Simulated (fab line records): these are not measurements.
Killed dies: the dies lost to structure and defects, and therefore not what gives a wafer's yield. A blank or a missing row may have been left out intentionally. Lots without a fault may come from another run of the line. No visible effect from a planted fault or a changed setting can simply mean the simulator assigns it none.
Which tool was responsible? / flow ritCmos / 42 wafers from 14 lots sampled at 6 of the route's 202 steps

## WHAT EACH GAUGE READ, for each wafer
RIT_PLDD_TW_MEAS_10. Usual: for PLDD_TW the level is 2344 and the standard deviation is 38.
lot=L585; measured=day 3 00:32; on=filmMetro-04; PLDD_TW=2306 2301 2298; flag=
lot=L586; measured=day 3 00:48; on=filmMetro-04; PLDD_TW=2300 2308 2315; flag=
lot=L587; measured=day 3 08:32; on=filmMetro-04; PLDD_TW=2304 2304 2306; flag=
lot=L589; measured=day 3 17:11; on=filmMetro-01; PLDD_TW=2376 2369 2373; flag=
lot=L590; measured=day 3 23:48; on=filmMetro-03; PLDD_TW=2361 2363 2364; flag=
lot=L591; measured=day 4 04:32; on=filmMetro-01; PLDD_TW=2371 2375 2369; flag=
lot=L592; measured=day 4 11:50; on=filmMetro-04; PLDD_TW=2297 2288 2293; flag=
lot=L593; measured=day 4 15:32; on=filmMetro-03; PLDD_TW=2379 2380 2368; flag=
lot=L594; measured=day 4 21:17; on=filmMetro-01; PLDD_TW=2384 2385 2375; flag=
lot=L596; measured=day 5 10:36; on=filmMetro-03; PLDD_TW=2380 2382 2379; flag=
lot=L597; measured=day 5 10:53; on=filmMetro-01; PLDD_TW=2380 2384 2377; flag=
lot=L605; measured=day 7 04:53; on=filmMetro-04; PLDD_TW=2312 2288 2286; flag=
lot=L606; measured=day 7 09:22; on=filmMetro-01; PLDD_TW=2401 2377 2382; flag=
lot=L608; measured=day 7 17:40; on=filmMetro-04; PLDD_TW=2284 2294 2301; flag=

RIT_SPACER_THK_MEAS_04. Usual: for SPACER_NITRIDE_THK the level is 252.8 nm and the standard deviation is 2.3.
lot=L585; measured=day 3 02:53; on=filmMetro-04; SPACER_NITRIDE_THK (nm)=253.5 251.2 252.0; flag=
lot=L586; measured=day 3 05:16; on=filmMetro-01; SPACER_NITRIDE_THK (nm)=249.0 248.1 249.4; flag=
lot=L587; measured=day 3 11:00; on=filmMetro-02; SPACER_NITRIDE_THK (nm)=255.2 255.0 256.9; flag=
lot=L589; measured=day 3 20:29; on=filmMetro-01; SPACER_NITRIDE_THK (nm)=254.9 256.1 254.9; flag=
lot=L590; measured=day 4 03:07; on=filmMetro-04; SPACER_NITRIDE_THK (nm)=249.0 249.0 249.5; flag=
lot=L591; measured=day 4 06:53; on=filmMetro-02; SPACER_NITRIDE_THK (nm)=252.6 252.4 252.8; flag=
lot=L592; measured=day 4 14:11; on=filmMetro-02; SPACER_NITRIDE_THK (nm)=254.8 254.1 254.8; flag=
lot=L593; measured=day 4 17:55; on=filmMetro-01; SPACER_NITRIDE_THK (nm)=249.7 250.6 251.3; flag=
lot=L594; measured=day 4 23:47; on=filmMetro-01; SPACER_NITRIDE_THK (nm)=250.4 250.6 250.2; flag=
lot=L596; measured=day 5 12:58; on=filmMetro-02; SPACER_NITRIDE_THK (nm)=250.7 251.4 252.8; flag=
lot=L597; measured=day 5 14:53; on=filmMetro-02; SPACER_NITRIDE_THK (nm)=252.8 253.6 254.1; flag=
lot=L605; measured=day 7 07:15; on=filmMetro-01; SPACER_NITRIDE_THK (nm)=255.3 252.3 254.9; flag=
lot=L606; measured=day 7 12:42; on=filmMetro-02; SPACER_NITRIDE_THK (nm)=253.0 255.0 255.8; flag=
lot=L608; measured=day 7 20:02; on=filmMetro-04; SPACER_NITRIDE_THK (nm)=253.6 250.9 252.7; flag=

RIT_SILICIDE_RS_MEAS_02: measures by four-point-probe. Usual: for SILICIDE_TI_RS the level is 46.0 ohm/sq and the standard deviation is 0.61.
lot=L585; measured=day 3 07:05; on=filmMetro-02; SILICIDE_TI_RS (ohm/sq)=45.3 46.0 46.0; flag=
lot=L586; measured=day 3 09:31; on=filmMetro-02; SILICIDE_TI_RS (ohm/sq)=45.7 45.9 45.6; flag=
lot=L587; measured=day 3 15:28; on=filmMetro-02; SILICIDE_TI_RS (ohm/sq)=45.7 46.2 46.0; flag=
lot=L589; measured=day 4 00:44; on=filmMetro-02; SILICIDE_TI_RS (ohm/sq)=45.9 46.1 46.1; flag=
lot=L590; measured=day 4 07:23; on=filmMetro-01; SILICIDE_TI_RS (ohm/sq)=46.4 46.7 46.8; flag=
lot=L591; measured=day 4 11:19; on=filmMetro-02; SILICIDE_TI_RS (ohm/sq)=45.6 45.3 45.6; flag=
lot=L592; measured=day 4 18:34; on=filmMetro-02; SILICIDE_TI_RS (ohm/sq)=45.5 46.3 46.8; flag=
lot=L593; measured=day 4 22:20; on=filmMetro-01; SILICIDE_TI_RS (ohm/sq)=46.4 46.8 46.5; flag=
lot=L594; measured=day 5 04:07; on=filmMetro-02; SILICIDE_TI_RS (ohm/sq)=47.2 47.1 46.2; flag=
lot=L596; measured=day 5 17:13; on=filmMetro-03; SILICIDE_TI_RS (ohm/sq)=45.8 45.4 45.0; flag=
lot=L597; measured=day 5 19:32; on=filmMetro-01; SILICIDE_TI_RS (ohm/sq)=46.3 45.3 45.3; flag=
lot=L605; measured=day 7 11:22; on=filmMetro-02; SILICIDE_TI_RS (ohm/sq)=45.9 44.9 45.0; flag=
lot=L606; measured=day 7 17:14; on=filmMetro-02; SILICIDE_TI_RS (ohm/sq)=63.5 63.8 46.3; flag=OFF
lot=L608; measured=day 8 00:25; on=filmMetro-02; SILICIDE_TI_RS (ohm/sq)=63.2 64.2 45.7; flag=OFF

RIT_SILICIDE_THK_MEAS_03: measures by xrf. Usual: for SILICIDE_TI_THK the level is 30.8 nm and the standard deviation is 0.35.
lot=L585; measured=day 3 07:12; on=filmMetro-02; SILICIDE_TI_THK (nm)=31.2 30.9 30.7; flag=
lot=L586; measured=day 3 09:38; on=filmMetro-02; SILICIDE_TI_THK (nm)=30.9 30.9 30.8; flag=
lot=L587; measured=day 3 15:35; on=filmMetro-02; SILICIDE_TI_THK (nm)=30.9 30.5 30.7; flag=
lot=L589; measured=day 4 00:51; on=filmMetro-02; SILICIDE_TI_THK (nm)=30.9 30.7 30.7; flag=
lot=L590; measured=day 4 07:30; on=filmMetro-01; SILICIDE_TI_THK (nm)=30.7 30.8 30.6; flag=
lot=L591; measured=day 4 11:26; on=filmMetro-02; SILICIDE_TI_THK (nm)=31.1 31.0 30.9; flag=
lot=L592; measured=day 4 18:41; on=filmMetro-02; SILICIDE_TI_THK (nm)=30.9 30.6 30.4; flag=
lot=L593; measured=day 4 22:26; on=filmMetro-01; SILICIDE_TI_THK (nm)=30.9 30.7 30.7; flag=
lot=L594; measured=day 5 04:14; on=filmMetro-02; SILICIDE_TI_THK (nm)=30.0 30.2 30.7; flag=
lot=L596; measured=day 5 17:19; on=filmMetro-03; SILICIDE_TI_THK (nm)=31.0 31.2 31.3; flag=
lot=L597; measured=day 5 19:38; on=filmMetro-01; SILICIDE_TI_THK (nm)=30.9 31.4 31.3; flag=
lot=L605; measured=day 7 11:29; on=filmMetro-02; SILICIDE_TI_THK (nm)=31.1 31.7 31.5; flag=
lot=L606; measured=day 7 17:20; on=filmMetro-02; SILICIDE_TI_THK (nm)=24.0 23.9 30.7; flag=OFF
lot=L608; measured=day 8 00:31; on=filmMetro-02; SILICIDE_TI_THK (nm)=24.0 23.6 30.9; flag=OFF

## WHAT TOOL EACH LOT RAN ON (gives the tool, then ch and the chambers of the sampled wafers, and finally the start)
lot=L585; RIT_GATE_STRIP_20=plasmaAsher-02 ch 0,1, day 2 17:53; RIT_SILICIDE_SPUTTER_01=pvdSputter-01, day 3 06:55
lot=L586; RIT_GATE_STRIP_20=plasmaAsher-02 ch 0,1, day 2 18:23; RIT_SILICIDE_SPUTTER_01=pvdSputter-03, day 3 09:22
lot=L587; RIT_GATE_STRIP_20=plasmaAsher-02 ch 0,1, day 3 02:09; RIT_SILICIDE_SPUTTER_01=pvdSputter-02, day 3 15:19
lot=L589; RIT_GATE_STRIP_20=plasmaAsher-02 ch 0,1, day 3 10:41; RIT_SILICIDE_SPUTTER_01=pvdSputter-02, day 4 00:35
lot=L590; RIT_GATE_STRIP_20=plasmaAsher-02 ch 0,1, day 3 16:12; RIT_SILICIDE_SPUTTER_01=pvdSputter-01, day 4 07:13
lot=L591; RIT_GATE_STRIP_20=plasmaAsher-02 ch 0,1, day 3 21:25; RIT_SILICIDE_SPUTTER_01=pvdSputter-02, day 4 11:10
lot=L592; RIT_GATE_STRIP_20=plasmaAsher-04 ch 0,1, day 4 05:38; RIT_SILICIDE_SPUTTER_01=pvdSputter-01, day 4 18:23
lot=L593; RIT_GATE_STRIP_20=plasmaAsher-01 ch 1, day 4 08:26; RIT_SILICIDE_SPUTTER_01=pvdSputter-02, day 4 22:01
lot=L594; RIT_GATE_STRIP_20=plasmaAsher-01 ch 0,1, day 4 13:18; RIT_SILICIDE_SPUTTER_01=pvdSputter-01, day 5 03:56
lot=L596; RIT_GATE_STRIP_20=plasmaAsher-02 ch 0,1, day 5 02:43; RIT_SILICIDE_SPUTTER_01=pvdSputter-01, day 5 17:02
lot=L597; RIT_GATE_STRIP_20=plasmaAsher-02 ch 0,1, day 5 03:01; RIT_SILICIDE_SPUTTER_01=pvdSputter-02, day 5 19:20
lot=L605; RIT_GATE_STRIP_20=plasmaAsher-02 ch 0,1, day 6 20:37; RIT_SILICIDE_SPUTTER_01=pvdSputter-02, day 7 11:13
lot=L606; RIT_GATE_STRIP_20=plasmaAsher-01 ch 0,1, day 7 02:40; RIT_SILICIDE_SPUTTER_01=pvdSputter-01, day 7 17:04
lot=L608; RIT_GATE_STRIP_20=plasmaAsher-01 ch 0,1, day 7 10:03; RIT_SILICIDE_SPUTTER_01=pvdSputter-01, day 8 00:13
- RIT_GATE_STRIP_20: strips in O2, time 180 s.
- RIT_SILICIDE_SPUTTER_01: material Ti, target thk 30 nm, time 240 s.

## WHAT THE TOOLS THEMSELVES READ (means of the sampled wafers that have a number; where no wafer has one, the mark that the record gives instead)
RIT_GATE_STRIP_20. Usual: drypumpMotorCurrentA reads 5.7 A (standard deviation 0.44).
lot=L585; tool=plasmaAsher-02; drypumpMotorCurrentA (A)=5.8; flag=
lot=L586; tool=plasmaAsher-02; drypumpMotorCurrentA (A)=6.1; flag=
lot=L587; tool=plasmaAsher-02; drypumpMotorCurrentA (A)=6.1; flag=
lot=L589; tool=plasmaAsher-02; drypumpMotorCurrentA (A)=6.1; flag=
lot=L590; tool=plasmaAsher-02; drypumpMotorCurrentA (A)=6.1; flag=
lot=L591; tool=plasmaAsher-02; drypumpMotorCurrentA (A)=6.1; flag=
lot=L592; tool=plasmaAsher-04; drypumpMotorCurrentA (A)=5.5; flag=
lot=L593; tool=plasmaAsher-01; drypumpMotorCurrentA (A)=5.5; flag=
lot=L594; tool=plasmaAsher-01; drypumpMotorCurrentA (A)=5.4; flag=
lot=L596; tool=plasmaAsher-02; drypumpMotorCurrentA (A)=5.8; flag=
lot=L597; tool=plasmaAsher-02; drypumpMotorCurrentA (A)=6.1; flag=
lot=L605; tool=plasmaAsher-02; drypumpMotorCurrentA (A)=6.1; flag=
lot=L606; tool=plasmaAsher-01; drypumpMotorCurrentA (A)=5.5; flag=
lot=L608; tool=plasmaAsher-01; drypumpMotorCurrentA (A)=5.4; flag=

RIT_SILICIDE_SPUTTER_01. Usual: throttleValvePct reads 30.5 % (standard deviation 0.82).
lot=L585; tool=pvdSputter-01; throttleValvePct (%)=30.6; flag=
lot=L586; tool=pvdSputter-03; throttleValvePct (%)=30.4; flag=
lot=L587; tool=pvdSputter-02; throttleValvePct (%)=30.4; flag=
lot=L589; tool=pvdSputter-02; throttleValvePct (%)=30.4; flag=
lot=L590; tool=pvdSputter-01; throttleValvePct (%)=30.8; flag=
lot=L591; tool=pvdSputter-02; throttleValvePct (%)=29.6; flag=
lot=L592; tool=pvdSputter-01; throttleValvePct (%)=31.0; flag=
lot=L593; tool=pvdSputter-02; throttleValvePct (%)=30.3; flag=
lot=L594; tool=pvdSputter-01; throttleValvePct (%)=31.0; flag=
lot=L596; tool=pvdSputter-01; throttleValvePct (%)=30.7; flag=
lot=L597; tool=pvdSputter-02; throttleValvePct (%)=30.7; flag=
lot=L605; tool=pvdSputter-02; throttleValvePct (%)=29.9; flag=
lot=L606; tool=pvdSputter-01; throttleValvePct (%)=31.7; flag=
lot=L608; tool=pvdSputter-01; throttleValvePct (%)=31.7; flag=

## THE ANSWER, worked out from the rows above alone
Rule: lot off if the mean of its wafers having a number is beyond 3 standard deviations from the usual mean. A lot without any number at a reading at which 4 lots or more have one is off too. Where the step has rows for the other lots, those lots are counted as sound. After the gauges, taken in route order, come the tools' own readings; for these a lot's mean is taken, as printed above. At the first step where some lot is off, the reading lying furthest off is the one used; lots without a number count as furthest.
Off: L606, L608, at RIT_SILICIDE_RS_MEAS_02 (SILICIDE_TI_RS).
A tool fits if, at a process step before that reading, it ran every lot that is off, and no sound lot after the first of them. Gauges at RIT_SILICIDE_RS_MEAS_02: tried the same way as those tools. Can't be told from this: 3 tools fit, plasmaAsher-01 at RIT_GATE_STRIP_20, pvdSputter-01 at RIT_SILICIDE_SPUTTER_01, filmMetro-02 at RIT_SILICIDE_RS_MEAS_02.

## WHAT HAD BEEN PUT IN BY THE SIMULATOR
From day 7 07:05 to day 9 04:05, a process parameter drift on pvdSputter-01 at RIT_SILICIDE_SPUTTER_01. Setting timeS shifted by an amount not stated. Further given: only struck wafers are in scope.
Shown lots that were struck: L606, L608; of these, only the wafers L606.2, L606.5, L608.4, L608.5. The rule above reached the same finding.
